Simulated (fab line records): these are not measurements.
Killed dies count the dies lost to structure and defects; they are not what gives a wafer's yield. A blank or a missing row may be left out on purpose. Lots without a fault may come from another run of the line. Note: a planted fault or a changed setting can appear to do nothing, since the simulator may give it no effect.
The same fault as seen by 2 desks :: flow berkeley-cmos170 :: numbers are kept per desk, each desk with only its own; the story behind them comes last

== FROM THE METROLOGY DESK ==
Means of the sampled wafers that have a number, per lot and without regard to the tool the lot ran on: this is what the gauges read. Any lot whose mean is over 4 standard deviations away from the usual mean is out of limits and marked OUT; that distance is given in the brackets.
Columns: A = cd-nm at UCB170_M1_CD_MEAS_90, usual 700.3 nm
lot: L188
first seen here: day 6 23:12
A: 701.8

lot: L189
first seen here: day 7 07:23
A: 701.2

lot: L190
first seen here: day 7 07:30
A: 697.7

lot: L192
first seen here: day 7 16:59
A: 698.7

lot: L191
first seen here: day 7 18:53
A: 701.6

lot: L193
first seen here: day 8 14:52
A: 698.7

lot: L197
first seen here: day 9 01:04
A: 705.5

lot: L199
first seen here: day 9 01:40
A: 698.5

lot: L196
first seen here: day 9 02:11
A: 701.7

lot: L202
first seen here: day 10 22:59
A: 679.2 (-7.0) OUT

lot: L207
first seen here: day 11 05:39
A: 677.6 (-7.6) OUT

lot: L208
first seen here: day 11 14:51
A: 699.7

lot: L210
first seen here: day 11 21:53
A: 701.8

lot: L211
first seen here: day 11 22:35
A: 698.8
This desk finds L202, L207 out of limits, L202 being first, at day 10 22:59 (cd-nm at UCB170_M1_CD_MEAS_90). In limits: L188, L189, L190, L192, L191, L193, L197, L199, L196, L208, L210, L211.

== TOOL OWNER'S DESK, rie-metal-02 ==
The tool's own readings at UCB170_M1_METAL_ETCH_12 (etches Al in Cl2/BCl3, stops on PSG, target depth 780 nm, time 130 s): means of the sampled wafers that have a number, for each lot that ran on this tool. Any lot whose mean is over 4 standard deviations away from the usual mean is out of limits and marked OUT; that distance is given in the brackets.
Columns: A = drypump-motor-current-A at UCB170_M1_METAL_ETCH_12, usual 5.9 A; B = oes-product-au at UCB170_M1_METAL_ETCH_12, usual 0.861 a.u.; C = throttle-valve-pct at UCB170_M1_METAL_ETCH_12, usual 24.53 %
lot: L192
first seen here: day 7 16:43
A: 6.0
B: 0.854
C: 24.63

lot: L193
first seen here: day 8 14:38
A: 6.3
B: 0.865
C: 24.60

lot: L199
first seen here: day 9 01:25
A: 6.0
B: 0.859
C: 24.63

lot: L202
first seen here: day 10 22:46
A: 6.1
B: 0.861
C: 24.63

lot: L207
first seen here: day 11 05:25
A: 6.1
B: 0.855
C: 24.61
This desk's finding: nothing out of limits on any of the 5 lots.

== ALL TOGETHER ==
L202, L207 would have let the metrology desk raise an alarm at day 10 22:59.
The tool owner's desk saw nothing out of limits.
Tool owner's desk: L202, L207 on record, inside its limits.
Of the lots named, all ran UCB170_M1_METAL_ETCH_12 on rie-metal-02.

== WHAT THE SIMULATOR PUT IN ==
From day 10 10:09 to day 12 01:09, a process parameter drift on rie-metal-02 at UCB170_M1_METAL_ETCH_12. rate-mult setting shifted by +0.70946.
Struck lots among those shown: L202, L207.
Hours from the fault's start to each desk's first reading out of limits: the metrology desk, 13.
